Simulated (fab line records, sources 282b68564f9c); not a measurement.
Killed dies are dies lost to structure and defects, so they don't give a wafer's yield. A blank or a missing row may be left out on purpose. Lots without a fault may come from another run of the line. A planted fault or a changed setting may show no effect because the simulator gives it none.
fab line records | flow rit_cmos
record lots=5 wafers=23
route steps=202 shown NLDD@104 PLDD@116 SPACER@130 PSD@143 SDANNEAL@155 SILICIDE@162 CONTACT@173 M1@188
start_h: hours from the record's first day to the start of the lot's first wafer shown | wait_h: hours since the lot's step before | " the same as in the row above | L1.1+2: a row that stands for several wafers | - no value, or no start given | * or withheld: withheld | < > ~ a bound
route shown NAME@n: a module of which the file shows steps, and the number in the route of the first | usual: mean/standard deviation of fault-free wafers | same: alike in all rows | chamber/n: place in a boat | sites: the reading at each site | _std_site: their standard deviation | _edge_site: outer sites' mean less inner sites' | radius_mm: how far each site lies from the wafer's centre | mask NAME#n: copy n | behind: the tool/chamber that last shaped the wafer | hold: why the lot was held/for how many hours/how that ended | device: the transistor (n, p or np) that didn't switch | end of line: the same wafers' tests at the end of the route | a step without rows: its recipe alone | killed: dies lost to structure and defects at the first sort, not the wafer's yield | map: a wafer's dies, x killed, . not, _ none there
set.NAME: the setting as run; set.NAME@STEP: as run at that earlier step | model.NAME: the simulator's own value behind a step, which no gauge read
lots whose settings were changed on purpose; a table a step, a row a wafer
## steps
# step RIT_NLDD_COAT_01
# recipe resist=NOVOLAK spin_rpm=3250 resist_thk_nm=1000
# columns lot.wafer tool chamber start_h wait_h set.resist_thk_nm model.NOVOLAK_of_NLDD_COAT_01.thk_nm
L077.1 litho_track-03 0 59.15 0.1 1000 1008
L077.2 " 0 " " 942.2 946.9
L077.3 " 0 " " 942.2 948.8
L077.4 " 0 " " 942.2 950.2
L077.6 " 0 " " 1000 1007
L078.1 litho_track-01 0 62.15 0.1 1000 1008
L078.3+5 " 0 " " 1000 1004
L079.2 litho_track-01 0 66.72 0.1 1000 1002
L079.3 " 0 " " 1000 1001
L079.4 " 0 " " 953.1 955.2
L079.5 " 0 " " 1000 1003
L079.6 " 0 " " 953.1 955.3
L081.1 litho_track-03 0 75.76 0.1 1000 997.8
L081.2 " 0 " " 1052 1054
L081.4 " 0 " " 1052 1055
L081.5 " 0 " " 1000 1001
L081.6 " 0 " " 1052 1053
L084.1+4 litho_track-04 0 94.81 0.1 1023 1017
L084.2 " 0 " " 1023 1022
L084.3 " 0 " " 1000 997.9
L084.5 " 0 " " 1000 996.2
# step RIT_NLDD_SOFTBAKE_02
# recipe resist=NOVOLAK temp_c=90 time_s=60
# step RIT_NLDD_EXPOSE_03
# recipe mask_id=M7 na=0.57 target_cd_nm=40700 dose_mj=250
# step RIT_NLDD_DEVELOP_05
# recipe resist=NOVOLAK develop_time_s=50 dev_temp_c=23
# step RIT_NLDD_HARDBAKE_07
# recipe resist=NOVOLAK temp_c=140 time_s=60
# columns lot.wafer tool chamber start_h wait_h set.resist_thk_nm@NLDD_COAT_01 model.NOVOLAK_of_NLDD_COAT_01.thk_nm
L077.1 litho_track-04 0 60.01 0.0 1000 890.4
L077.2 " 0 " " 942.2 837.3
L077.3 " 0 " " 942.2 839
L077.4 " 0 " " 942.2 840.2
L077.6 " 0 " " 1000 889.8
L078.1 litho_track-01 0 62.89 0.0 1000 890.9
L078.3 " 0 " " 1000 887.2
L078.5 " 0 " " 1000 887.5
L079.2 litho_track-01 0 67.56 0.1 1000 885.6
L079.3 " 0 " " 1000 884.9
L079.4 " 0 " " 953.1 844.5
L079.5 " 0 " " 1000 886.5
L079.6 " 0 " " 953.1 844.6
L081.1 litho_track-03 0 76.50 0.0 1000 881.8
L081.2 " 0 " " 1052 930.9
L081.4 " 0 " " 1052 931.7
L081.5 " 0 " " 1000 884.4
L081.6 " 0 " " 1052 930
L084.1+4 litho_track-01 0 95.55 0.0 1023 898.7
L084.2 " 0 " " 1023 902.8
L084.3 " 0 " " 1000 882
L084.5 " 0 " " 1000 880.4
# step RIT_PLDD_SOFTBAKE_02
# recipe resist=NOVOLAK temp_c=90 time_s=60
# columns lot.wafer tool chamber start_h wait_h set.temp_c
L077.1+2+3+4+6 litho_track-01 0 60.84 0.1 90
L078.1+3+5 litho_track-01 0 63.72 0.1 90
L079.2+3 litho_track-02 0 68.54 0.1 86.78
L079.4+5+6 " 0 " " 90
L081.1+2+4+5+6 litho_track-02 0 77.33 0.1 90
L084.1+2 litho_track-01 0 96.38 0.1 92.67
L084.3+4+5 " 0 " " 90
# step RIT_PLDD_EXPOSE_03
# recipe mask_id=M8 na=0.57 target_cd_nm=40900 dose_mj=250
# step RIT_PLDD_PEB_04
# recipe resist=NOVOLAK temp_c=withheld time_s=withheld
# step RIT_PLDD_DEVELOP_05
# recipe resist=NOVOLAK develop_time_s=50 dev_temp_c=23
# columns lot.wafer tool chamber start_h wait_h set.temp_c@PLDD_SOFTBAKE_02 model.NOVOLAK_of_PLDD_COAT_01.thk_nm
L077.1 litho_track-01 0 - - 90 1001
L077.2+6 " 0 " " 90 1004
L077.3 " 0 " " 90 998.9
L077.4 " 0 " " 90 1002
L078.1 litho_track-01 0 - - 90 1004
L078.3 " 0 " " 90 1005
L078.5 " 0 " " 90 1002
L079.2+3 litho_track-01 0 - - 86.78 1010
L079.4+5 " 0 " " 90 1002
L079.6 " 0 " " 90 1000
L081.1+2+4 litho_track-02 0 - - 90 1002
L081.5 " 0 " " 90 1001
L081.6 " 0 " " 90 1000
L084.1 litho_track-02 0 - - 92.67 988.4
L084.2 " 0 " " 92.67 989.4
L084.3 " 0 " " 90 998.3
L084.4 " 0 " " 90 995.7
L084.5 " 0 " " 90 997
# step RIT_SPACER_ETCHBACK_05
# recipe target_depth_a=2500 SF6_flow_sccm=30 CHF3_flow_sccm=30 target=Si3N4 chemistry=SF6/CHF3 pressure_mtorr=40 rf_w=250 time_s=240 stop_on=SiO2
# columns lot.wafer tool chamber start_h wait_h set.time_s model.poly-Si_of_GATE_CVD_08.thk_nm model.Si3N4_of_SPACER_CVD_03.thk_nm
L077.1 rie_diel-04 1 64.31 0.1 240 187.2 195.9
L077.2 " 2 " " 272 179.2 191
L077.3 " 3 " " 272 177.3 189.2
L077.4 " 0 " " 240 186.5 198
L077.6 " 2 " " 272 178.3 191.4
L078.1 rie_diel-02 1 67.19 0.1 240 168.2 200.4
L078.3 " 2 " " 240 168.1 200
L078.5 " 0 " " 240 167.4 200.8
L079.2 rie_diel-03 1 73.06 0.0 240 170.8 196.6
L079.3 " 2 " " 215.1 176.5 200.9
L079.4 " 3 " " 215.1 178.2 203
L079.5 " 3 " " 240 171.6 198.4
L079.6 " 2 " " 240 167.5 195.1
L081.1 rie_diel-02 2 81.88 0.1 240 184.5 197.9
L081.2 " 3 " " 221 187.9 200.1
L081.4 " 1 " " 240 183.7 197.8
L081.5 " 3 " " 240 183.4 197.9
L081.6 " 0 " " 221 190.3 201.9
L084.1 rie_diel-04 1 101.13 0.1 240 170.2 200.4
L084.2 " 0 " " 261.7 165.2 195.4
L084.3 " 2 " " 261.7 165.1 195.9
L084.4 " 3 " " 261.7 163.9 195.9
L084.5 " 1 " " 240 171.5 201.7
# step RIT_PSD_COAT_01
# recipe resist=NOVOLAK spin_rpm=3250 resist_thk_nm=1000
# columns lot.wafer tool chamber start_h wait_h set.resist_thk_nm model.NOVOLAK_of_PSD_COAT_01.thk_nm
L077.1+2 litho_track-03 0 66.15 0.1 1000 1004
L077.3 " 0 " " 1000 1010
L077.4 " 0 " " 1000 1007
L077.6 " 0 " " 1000 1006
L078.1+5 litho_track-03 0 69.04 0.1 1000 1002
L078.3 " 0 " " 1000 1003
L079.2 litho_track-03 0 74.94 0.1 1036 1046
L079.3 " 0 " " 1036 1044
L079.4 " 0 " " 1036 1045
L079.5+6 " 0 " " 1000 1007
L081.1 litho_track-03 0 83.73 0.1 1000 1008
L081.2 " 0 " " 1000 1006
L081.4 " 0 " " 1000 1007
L081.5 " 0 " " 1000 1002
L081.6 " 0 " " 1000 1005
L084.1 litho_track-02 0 103.04 0.1 1000 1005
L084.2 " 0 " " 973.9 973.5
L084.3 " 0 " " 1000 1000
L084.4 " 0 " " 973.9 972.9
L084.5 " 0 " " 973.9 976.9
# step RIT_PSD_SOFTBAKE_02
# recipe resist=NOVOLAK temp_c=90 time_s=60
# step RIT_PSD_EXPOSE_03
# recipe mask_id=M10 na=0.57 target_cd_nm=40900 dose_mj=250
# step RIT_PSD_DEVELOP_05
# recipe resist=NOVOLAK develop_time_s=50 dev_temp_c=23
# step RIT_PSD_HARDBAKE_07
# recipe resist=NOVOLAK temp_c=140 time_s=60
# columns lot.wafer tool chamber start_h wait_h set.resist_thk_nm@PSD_COAT_01 model.NOVOLAK_of_PSD_COAT_01.thk_nm
L077.1 litho_track-04 0 66.89 0.0 1000 887.1
L077.2 " 0 " " 1000 887.6
L077.3 " 0 " " 1000 892.3
L077.4 " 0 " " 1000 889.6
L077.6 " 0 " " 1000 889
L078.1 litho_track-03 0 69.77 0.0 1000 885.6
L078.3 " 0 " " 1000 886.6
L078.5 " 0 " " 1000 885.5
L079.2 litho_track-04 0 75.80 0.2 1036 924.3
L079.3 " 0 " " 1036 922.5
L079.4 " 0 " " 1036 923.4
L079.5 " 0 " " 1000 890.1
L079.6 " 0 " " 1000 889.9
L081.1 litho_track-02 0 84.59 0.0 1000 891.2
L081.2 " 0 " " 1000 888.8
L081.4 " 0 " " 1000 890.3
L081.5 " 0 " " 1000 885.6
L081.6 " 0 " " 1000 888.2
L084.1 litho_track-02 0 103.78 0.0 1000 888.3
L084.2 " 0 " " 973.9 860.6
L084.3 " 0 " " 1000 884.2
L084.4 " 0 " " 973.9 860.1
L084.5 " 0 " " 973.9 863.5
# step RIT_PSD_IMPLANT_08
# recipe species=BF2 energy_kev=27 dose_cm2=5e+15 tilt_deg=7
# columns lot.wafer tool chamber start_h wait_h set.dose_cm2
L077.1+2+3+4+6 implanter-04 0 67.04 0.1 5e+15
L078.1+3+5 implanter-03 0 69.92 0.1 5e+15
L079.2+5 implanter-04 0 75.95 0.1 4.671e+15
L079.3+4+6 " 0 " " 5e+15
L081.1+2+6 implanter-02 0 84.74 0.1 5e+15
L081.4+5 " 0 " " 5.287e+15
L084.1+3+5 implanter-03 0 103.93 0.1 5e+15
L084.2+4 " 0 " " 5.198e+15
# step RIT_PSD_STRIP_09
# recipe chemistry=O2 time_s=180 resist=NOVOLAK platen_temp_c=withheld power_w=500 pressure_mtorr=4000 o2_flow_sccm=4000
# step RIT_SDANNEAL_CLEAN_02
# recipe chemistry=SC2 mix=3:3:50 time_s=600 temp_c=75 dry=n2_spin
# step RIT_SDANNEAL_RTA_03
# recipe temp_c=1050 time_s=5 idle_temp_c=600 ramp_up_c_per_s=342 ramp_down_c_per_s=171 cool_to_c=600 ambient=N2
# step RIT_SDANNEAL_RS_MEAS_04
# recipe thk_meas_gauge=four-point-probe
# usual PSD_RS=115.87/0.25
# columns lot.wafer tool chamber start_h wait_h set.dose_cm2@PSD_IMPLANT_08 PSD_RS[ohm/sq]
L077.1 film_metro-04 - 67.85 0.0 5e+15 116.11
L077.2 " - " " 5e+15 116.10
L077.3 " - " " 5e+15 116.26
L077.4 " - " " 5e+15 115.88
L077.6 " - " " 5e+15 115.97
L078.1 film_metro-02 - 70.73 0.0 5e+15 115.42
L078.3 " - " " 5e+15 115.77
L078.5 " - " " 5e+15 115.49
L079.2 film_metro-02 - 76.76 0.1 4.671e+15 116.22
L079.3 " - " " 5e+15 115.65
L079.4 " - " " 5e+15 115.94
L079.5 " - " " 4.671e+15 116.63
L079.6 " - " " 5e+15 115.76
L081.1 film_metro-04 - 85.61 0.1 5e+15 115.69
L081.2 " - " " 5e+15 115.74
L081.4 " - " " 5.287e+15 115.03
L081.5 " - " " 5.287e+15 114.87
L081.6 " - " " 5e+15 115.80
L084.1 film_metro-04 - 104.74 0.0 5e+15 115.96
L084.2 " - " " 5.198e+15 115.77
L084.3 " - " " 5e+15 115.87
L084.4 " - " " 5.198e+15 115.42
L084.5 " - " " 5e+15 115.71
# step RIT_SILICIDE_SPUTTER_01
# recipe material=Ti target_thk_nm=30 power_w=350 chamber_pressure_pa=0.667 gas=Ar time_s=240 substrate_temp_c=25
# columns lot.wafer tool chamber start_h wait_h set.power_w model.Ti_of_SILICIDE_SPUTTER_01.thk_nm
L077.1 pvd_sputter-04 - 68.34 0.0 350 30.08
L077.2 " - " " 350 30.28
L077.3 " - " " 389.7 33.52
L077.4 " - " " 389.7 33.47
L077.6 " - " " 389.7 33.31
L078.1 pvd_sputter-01 - 71.22 0.0 350 30.28
L078.3 " - " " 350 30.11
L078.5 " - " " 350 30.15
L079.2 pvd_sputter-04 - 77.23 0.0 350 29.79
L079.3 " - " " 385.6 33
L079.4 " - " " 350 30.04
L079.5 " - " " 350 29.68
L079.6 " - " " 385.6 33.08
L081.1 pvd_sputter-04 - 86.10 0.0 350 30.23
L081.2 " - " " 350 30.21
L081.4 " - " " 371.6 32.1
L081.5 " - " " 371.6 31.84
L081.6 " - " " 371.6 31.97
L084.1 pvd_sputter-02 - 105.23 0.0 350 30.54
L084.2 " - " " 324 28.24
L084.3 " - " " 324 27.39
L084.4 " - " " 350 30.72
L084.5 " - " " 350 30.46
# step RIT_SILICIDE_RS_MEAS_02
# recipe thk_meas_gauge=four-point-probe reads=Ti_of_SILICIDE_SPUTTER_01
# usual SILICIDE_TI_RS=47.8/0.52
# columns lot.wafer tool chamber start_h wait_h set.power_w@SILICIDE_SPUTTER_01 SILICIDE_TI_RS[ohm/sq]
L077.1 film_metro-03 - 68.49 0.1 350 47.7
L077.2 " - " " 350 47.3
L077.3 " - " " 389.7 41.7
L077.4 " - " " 389.7 41.7
L077.6 " - " " 389.7 42.0
L078.1 film_metro-04 - 71.37 0.1 350 47.4
L078.3 " - " " 350 47.8
L078.5 " - " " 350 47.6
L079.2 film_metro-03 - 77.40 0.1 350 48.2
L079.3 " - " " 385.6 42.5
L079.4 " - " " 350 47.6
L079.5 " - " " 350 48.4
L079.6 " - " " 385.6 42.3
L081.1 film_metro-03 - 86.25 0.1 350 47.3
L081.2 " - " " 350 47.4
L081.4 " - " " 371.6 44.0
L081.5 " - " " 371.6 44.3
L081.6 " - " " 371.6 44.1
L084.1 film_metro-03 - 105.38 0.1 350 46.7
L084.2 " - " " 324 51.5
L084.3 " - " " 324 53.6
L084.4 " - " " 350 46.4
L084.5 " - " " 350 46.9
# step RIT_SILICIDE_THK_MEAS_03
# recipe thk_meas_gauge=xrf reads=Ti_of_SILICIDE_SPUTTER_01
# usual SILICIDE_TI_THK=30.0/0.3
# columns lot.wafer tool chamber start_h wait_h set.power_w@SILICIDE_SPUTTER_01 SILICIDE_TI_THK[nm]
L077.1 film_metro-03 - 68.61 0.1 350 30.2
L077.2 " - " " 350 30.5
L077.3 " - " " 389.7 33.6
L077.4 " - " " 389.7 33.6
L077.6 " - " " 389.7 33.5
L078.1 film_metro-04 - 71.49 0.1 350 30.1
L078.3 " - " " 350 29.9
L078.5 " - " " 350 30.1
L079.2 film_metro-03 - 77.51 0.1 350 29.8
L079.3 " - " " 385.6 33.1
L079.4 " - " " 350 30.0
L079.5 " - " " 350 29.7
L079.6 " - " " 385.6 33.2
L081.1 film_metro-03 - 86.37 0.1 350 30.3
L081.2 " - " " 350 30.3
L081.4 " - " " 371.6 32.2
L081.5 " - " " 371.6 31.9
L081.6 " - " " 371.6 32.0
L084.1 film_metro-03 - 105.50 0.1 350 30.5
L084.2 " - " " 324 28.2
L084.3 " - " " 324 27.5
L084.4 " - " " 350 30.8
L084.5 " - " " 350 30.4
# step RIT_CONTACT_EXPOSE_05
# recipe mask_id=M11 na=0.6 source_shape=conventional sigma_outer=0.5 target_cd_nm=1000 dose_mj=250
# columns lot.wafer tool chamber start_h wait_h mask set.dose_mj
L077.1+6 iline_stepper-01 0 69.53 0.2 M11#0 250
L077.2+3+4 " 0 " " M11#0 256.6
L078.1+3+5 iline_stepper-01 0 72.51 0.1 M11#0 250
L079.2+3+5 iline_stepper-02 0 78.51 0.2 M11#0 250
L079.4+6 " 0 " " M11#0 231.8
L081.1+2+4+5+6 iline_stepper-01 0 87.17 0.1 M11#0 250
L084.1+2+5 iline_stepper-02 0 106.42 0.2 M11#0 263.1
L084.3+4 " 0 " " M11#0 250
# step RIT_CONTACT_PEB_06
# recipe resist=NOVOLAK temp_c=withheld time_s=withheld
# step RIT_CONTACT_DEVELOP_07
# recipe resist=NOVOLAK develop_time_s=120 dev_temp_c=23
# step RIT_CONTACT_CD_MEAS_08
# recipe target_cd_nm=1000
# usual cd_nm=1000.0/1.5
# columns lot.wafer tool chamber start_h wait_h set.dose_mj@CONTACT_EXPOSE_05 cd_nm
L077.1 cd_sem-02 - 70.05 - 250 1001.0
L077.2 " - " " 256.6 1006.9
L077.3 " - " " 256.6 1007.1
L077.4 " - " " 256.6 1009.4
L077.6 " - " " 250 1000.8
L078.1 cd_sem-02 - 73.03 - 250 998.2
L078.3 " - " " 250 997.5
L078.5 " - " " 250 998.1
L079.2 cd_sem-02 - 79.03 - 250 999.9
L079.3 " - " " 250 1000.0
L079.4 " - " " 231.8 979.4
L079.5 " - " " 250 1000.0
L079.6 " - " " 231.8 977.8
L081.1 cd_sem-02 - 87.69 - 250 1000.1
L081.2 " - " " 250 1001.4
L081.4 " - " " 250 1000.0
L081.5 " - " " 250 999.3
L081.6 " - " " 250 1000.0
L084.1 cd_sem-02 - 106.94 - 263.1 1014.9
L084.2 " - " " 263.1 1013.2
L084.3 " - " " 250 998.2
L084.4 " - " " 250 997.1
L084.5 " - " " 263.1 1010.9
# step RIT_CONTACT_ETCH_11
# recipe target_depth_a=4800 over_etch_frac=0.2 stop_on=TiSi2 chemistry=CHF3/CF4/Ar target=SiO2 CHF3_flow_sccm=50 cf4_flow_sccm=10 Ar_flow_sccm=100 O2_flow_sccm=5 pressure_mtorr=100 rf_w=200 time_s=320
# columns lot.wafer tool chamber start_h wait_h set.over_etch_frac set.dose_mj@CONTACT_EXPOSE_05 model.CONTACT.cd_nm
L077.1 rie_diel-01 2 70.35 0.1 0.2 250 1001
L077.2+3 " 1,3 " " 0.2 256.6 1007
L077.4 " 0 " " 0.2 256.6 1010
L077.6 " 3 " " 0.2 250 1000
L078.1 rie_diel-02 3 73.33 0.1 0.2 250 998.1
L078.3 " 1 " " 0.2 250 997.4
L078.5 " 1 " " 0.2 250 998
L079.2 rie_diel-03 0 79.31 0.1 0.2 250 999
L079.3+5 " 1,2 " " 0.2 250 1000
L079.4 " 3 " " 0.2 231.8 979.5
L079.6 " 1 " " 0.2 231.8 977.9
L081.1+4 rie_diel-01 3,2 87.99 0.1 0.2209 250 1000
L081.2+6 " 1,2 " " 0.2 250 1001
L081.5 " 3 " " 0.2209 250 999
L084.1 rie_diel-02 0 107.24 0.1 0.168 263.1 1015
L084.2 " 2 " " 0.168 263.1 1013
L084.3 " 3 " " 0.168 250 998
L084.4 " 1 " " 0.2 250 997
L084.5 " 0 " " 0.2 263.1 1011
# step RIT_CONTACT_STRIP_12
# recipe chemistry=O2 time_s=180 resist=NOVOLAK platen_temp_c=withheld power_w=500 pressure_mtorr=4000 o2_flow_sccm=4000
# step RIT_CONTACT_CD_MEAS_90
# recipe target_cd_nm=1000
# usual cd_nm=1000.1/1.6
# columns lot.wafer tool chamber start_h wait_h set.dose_mj@CONTACT_EXPOSE_05 cd_nm
L077.1 cd_sem-02 - 70.72 0.1 250 1001.6
L077.2 " - " " 256.6 1006.7
L077.3 " - " " 256.6 1006.7
L077.4 " - " " 256.6 1010.0
L077.6 " - " " 250 1000.4
L078.1 cd_sem-02 - 73.70 0.1 250 998.4
L078.3 " - " " 250 997.2
L078.5 " - " " 250 997.6
L079.2 cd_sem-02 - 79.70 0.1 250 999.3
L079.3 " - " " 250 1000.4
L079.4 " - " " 231.8 979.6
L079.5 " - " " 250 1000.1
L079.6 " - " " 231.8 978.2
L081.1 cd_sem-02 - 88.36 0.1 250 1000.1
L081.2 " - " " 250 1001.3
L081.4 " - " " 250 1000.0
L081.5 " - " " 250 999.1
L081.6 " - " " 250 1000.6
L084.1 cd_sem-02 - 107.61 0.1 263.1 1014.9
L084.2 " - " " 263.1 1013.1
L084.3 " - " " 250 997.8
L084.4 " - " " 250 997.6
L084.5 " - " " 263.1 1010.8
# step RIT_M1_COAT_04
# recipe resist=NOVOLAK spin_rpm=2000 resist_thk_nm=1300
# columns lot.wafer tool chamber start_h wait_h set.spin_rpm model.NOVOLAK_of_M1_COAT_04.thk_nm
L077.1 litho_track-01 0 71.82 0.1 2000 1307
L077.2+6 " 0 " " 2112 1272
L077.3 " 0 " " 2112 1273
L077.4 " 0 " " 2000 1306
L078.1+5 litho_track-02 0 74.80 0.1 2000 1304
L078.3 " 0 " " 2000 1302
L079.2 litho_track-01 0 80.82 0.1 2000 1301
L079.3+6 " 0 " " 2000 1299
L079.4 " 0 " " 2000 1302
L079.5 " 0 " " 2000 1298
L081.1 litho_track-01 0 89.47 0.1 2000 1302
L081.2 " 0 " " 2092 1273
L081.4+5 " 0 " " 2092 1275
L081.6 " 0 " " 2000 1298
L084.1 litho_track-02 0 108.71 0.1 2000 1306
L084.2 " 0 " " 1872 1350
L084.3 " 0 " " 1872 1349
L084.4 " 0 " " 2000 1309
L084.5 " 0 " " 1872 1348
# step RIT_M1_PROBE_99
# usual killed_at_front_end=6/3.1 killed_dies=6/3.1 killed_open=3.4/1.9 killed_short=3.1/2
# same gross_dies=264 killed_at_M0_to_M3=0 killed_at_M4_up=0 killed_at_back_side=0 killed_at_contacts=0 killed_at_other=0
# columns lot.wafer tool chamber start_h wait_h set.time_s@SPACER_ETCHBACK_05 killed_at_front_end killed_dies killed_open killed_short model.etest.nmos_0p15.r_on_ohm_um model.etest.nplus_sal.width_nm model.etest.pplus_sal.width_nm
L077.1 prober-01 - 75.81 0.1 240 4 4 2 2 1110 3472 3469
L077.2 prober-01 - 75.86 0.1 272 5 5 1 3 1501 3507 3515
L077.3 prober-01 - 75.91 0.2 272 7 7 4 3 1501 3536 3534
L077.4 prober-01 - 75.96 0.2 240 9 9 4 3 1272 3485 3455
L077.6 prober-01 - 76.06 0.2 272 9 9 3 3 1521 3538 3534
L078.1 prober-02 - 78.31 0.1 240 3 3 3 0 1184 3450 3437
L078.3 prober-02 - 78.41 0.2 240 6 6 4 2 1194 3464 3428
L078.5 prober-02 - 78.51 0.2 240 10 10 4 6 1156 3439 3434
L079.2 prober-01 - 84.23 0.1 240 6 6 0 6 1135 3454 3466
L079.3 prober-01 - 84.28 0.2 215.1 6 6 3 3 967.1 3406 3395
L079.4 prober-01 - 84.33 0.2 215.1 3 3 2 1 926.4 3416 3420
L079.5 prober-01 - 84.38 0.2 240 9 9 6 3 1113 3467 3472
L079.6 prober-01 - 84.43 0.2 240 7 7 3 4 1089 3457 3469
L081.1 prober-01 - 93.28 0.1 240 5 5 2 3 1167 3457 3427
L081.2 prober-01 - 93.33 0.1 221 7 7 4 3 1119 3436 3416
L081.4 prober-01 - 93.43 0.2 240 5 5 3 2 1190 3436 3441
L081.5 prober-01 - 93.48 0.2 240 6 6 4 2 1234 3468 3460
L081.6 prober-01 - 93.53 0.2 221 8 8 5 3 1162 3411 3402
L084.1 prober-02 - 112.50 0.1 240 7 7 7 0 1075 3430 3432
L084.2 prober-02 - 112.55 0.1 261.7 8 8 4 4 1206 3490 3472
L084.3 prober-02 - 112.60 0.2 261.7 3 3 2 1 1185 3506 3500
L084.4 prober-02 - 112.65 0.2 261.7 5 5 2 3 1252 3505 3495
L084.5 prober-02 - 112.70 0.2 240 9 9 4 5 1098 3435 3432
# killed by level:class
L077.1 FOX1:geometric_particle:short=1 FOX1:geometric_particle:open=1 GATE:geometric_particle:open=1 REOX:geometric_particle:short=1
L077.2 GATE:geometric_particle:short=1 GATE:geometric_particle:open=1 REOX:geometric_particle:short=1 SPACER:geometric_particle:short=1 GATE:area_develop=1
L077.3 GATE:geometric_particle:short=3 GATE:geometric_particle:open=2 FOX2:geometric_particle:open=1 SPACER:geometric_particle:open=1
L077.4 GATE:geometric_particle:open=3 GATE:area_develop=2 FOX1:geometric_particle:short=1 GATE:geometric_particle:short=1 REOX:geometric_particle:short=1 SPACER:geometric_particle:open=1
L077.6 GATE:area_develop=3 GATE:geometric_particle:short=2 GATE:geometric_particle:open=1 SPACER:geometric_particle:open=1 SILICIDE:geometric_particle:open=1 SILICIDE:geometric_particle:short=1
L078.1 GATE:geometric_particle:open=2 SILICIDE:geometric_particle:open=1
L078.3 SPACER:geometric_particle:open=3 GATE:geometric_particle:short=1 SPACER:geometric_particle:short=1 SILICIDE:geometric_particle:open=1
L078.5 FOX2:geometric_particle:short=2 GATE:geometric_particle:short=2 GATE:geometric_particle:open=2 SPACER:geometric_particle:open=2 REOX:geometric_particle:short=1 SPACER:geometric_particle:short=1
L079.2 REOX:geometric_particle:short=2 SPACER:geometric_particle:short=2 FOX1:geometric_particle:short=1 GATE:geometric_particle:short=1
L079.3 FOX1:geometric_particle:short=1 FOX2:geometric_particle:open=1 GATE:geometric_particle:short=1 SPACER:geometric_particle:short=1 GATE:geometric_particle:open=1 REOX:geometric_particle:open=1
L079.4 FOX1:geometric_particle:open=1 GATE:geometric_particle:short=1 SPACER:geometric_particle:open=1
L079.5 GATE:geometric_particle:open=2 FOX1:geometric_particle:open=1 FOX2:geometric_particle:short=1 FOX2:geometric_particle:open=1 GATE:geometric_particle:short=1 SPACER:geometric_particle:open=1 SILICIDE:geometric_particle:short=1 SILICIDE:geometric_particle:open=1
L079.6 GATE:geometric_particle:short=3 FOX1:geometric_particle:open=1 REOX:geometric_particle:short=1 SPACER:geometric_particle:open=1 SILICIDE:geometric_particle:open=1
L081.1 GATE:geometric_particle:open=2 GATE:geometric_particle:short=1 REOX:geometric_particle:short=1 SILICIDE:geometric_particle:short=1
L081.2 GATE:geometric_particle:short=2 GATE:geometric_particle:open=2 REOX:geometric_particle:short=1 SPACER:geometric_particle:open=1 SILICIDE:geometric_particle:open=1
L081.4 FOX1:geometric_particle:short=1 FOX1:geometric_particle:open=1 FOX2:geometric_particle:open=1 GATE:geometric_particle:open=1 SPACER:geometric_particle:short=1
L081.5 GATE:geometric_particle:open=2 SILICIDE:geometric_particle:open=2 FOX2:geometric_particle:short=1 GATE:geometric_particle:short=1
L081.6 GATE:geometric_particle:open=2 REOX:geometric_particle:short=2 GATE:geometric_particle:short=1 REOX:geometric_particle:open=1 SPACER:geometric_particle:open=1 SILICIDE:geometric_particle:open=1
L084.1 REOX:geometric_particle:open=5 FOX1:geometric_particle:open=1 SILICIDE:geometric_particle:open=1
L084.2 GATE:geometric_particle:short=2 GATE:geometric_particle:open=2 FOX1:geometric_particle:short=1 FOX1:geometric_particle:open=1 SPACER:geometric_particle:open=1 SPACER:geometric_particle:short=1
L084.3 REOX:geometric_particle:short=1 SPACER:geometric_particle:open=1 SILICIDE:geometric_particle:open=1
L084.4 SPACER:geometric_particle:open=2 SILICIDE:geometric_particle:short=2 GATE:geometric_particle:short=1
L084.5 REOX:geometric_particle:short=3 GATE:geometric_particle:open=3 SPACER:geometric_particle:short=2 REOX:geometric_particle:open=1
## key
split step=RIT_NLDD_COAT_01 setting=resist_thk_nm stated=1000 by=wafer
response step=RIT_NLDD_COAT_01 reading=model.NOVOLAK_of_NLDD_COAT_01.thk_nm change=+10.2 per=1% r=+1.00
response step=RIT_NLDD_HARDBAKE_07 reading=model.NOVOLAK_of_NLDD_COAT_01.thk_nm change=+8.9 per=1% r=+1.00
split step=RIT_PLDD_SOFTBAKE_02 setting=temp_c stated=90 by=wafer
response step=RIT_PLDD_DEVELOP_05 reading=model.NOVOLAK_of_PLDD_COAT_01.thk_nm change=-2.48 per=1% r=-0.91
split step=RIT_SPACER_ETCHBACK_05 setting=time_s stated=240 by=wafer
response step=RIT_SPACER_ETCHBACK_05 reading=model.poly-Si_of_GATE_CVD_08.thk_nm change=-0.668 per=1% r=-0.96
response step=RIT_SPACER_ETCHBACK_05 reading=model.Si3N4_of_SPACER_CVD_03.thk_nm change=-0.496 per=1% r=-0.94
response step=RIT_M1_PROBE_99 reading=model.etest.nmos_0p15.r_on_ohm_um change=+17.6 per=1% r=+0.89
response step=RIT_M1_PROBE_99 reading=model.etest.nplus_sal.width_nm change=+4.69 per=1% r=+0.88
response step=RIT_M1_PROBE_99 reading=model.etest.pplus_sal.width_nm change=+5.31 per=1% r=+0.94
split step=RIT_PSD_COAT_01 setting=resist_thk_nm stated=1000 by=wafer
response step=RIT_PSD_COAT_01 reading=model.NOVOLAK_of_PSD_COAT_01.thk_nm change=+10.7 per=1% r=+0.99
response step=RIT_PSD_HARDBAKE_07 reading=model.NOVOLAK_of_PSD_COAT_01.thk_nm change=+9.36 per=1% r=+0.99
split step=RIT_PSD_IMPLANT_08 setting=dose_cm2 stated=5e+15 by=wafer
response step=RIT_SDANNEAL_RS_MEAS_04 reading=PSD_RS change=-0.106 per=1% r=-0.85
split step=RIT_SILICIDE_SPUTTER_01 setting=power_w stated=350 by=wafer
response step=RIT_SILICIDE_SPUTTER_01 reading=model.Ti_of_SILICIDE_SPUTTER_01.thk_nm change=+0.31 per=1% r=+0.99
response step=RIT_SILICIDE_RS_MEAS_02 reading=SILICIDE_TI_RS change=-0.573 per=1% r=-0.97
response step=RIT_SILICIDE_THK_MEAS_03 reading=SILICIDE_TI_THK change=+0.311 per=1% r=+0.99
split step=RIT_CONTACT_EXPOSE_05 setting=dose_mj stated=250 by=wafer
response step=RIT_CONTACT_CD_MEAS_08 reading=cd_nm change=+2.9 per=1% r=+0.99
response step=RIT_CONTACT_ETCH_11 reading=model.CONTACT.cd_nm change=+2.9 per=1% r=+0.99
response step=RIT_CONTACT_CD_MEAS_90 reading=cd_nm change=+2.87 per=1% r=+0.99
split step=RIT_CONTACT_ETCH_11 setting=over_etch_frac stated=0.2 by=wafer
response none clear
split step=RIT_M1_COAT_04 setting=spin_rpm stated=2000 by=wafer
response step=RIT_M1_COAT_04 reading=model.NOVOLAK_of_M1_COAT_04.thk_nm change=-6.14 per=1% r=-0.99
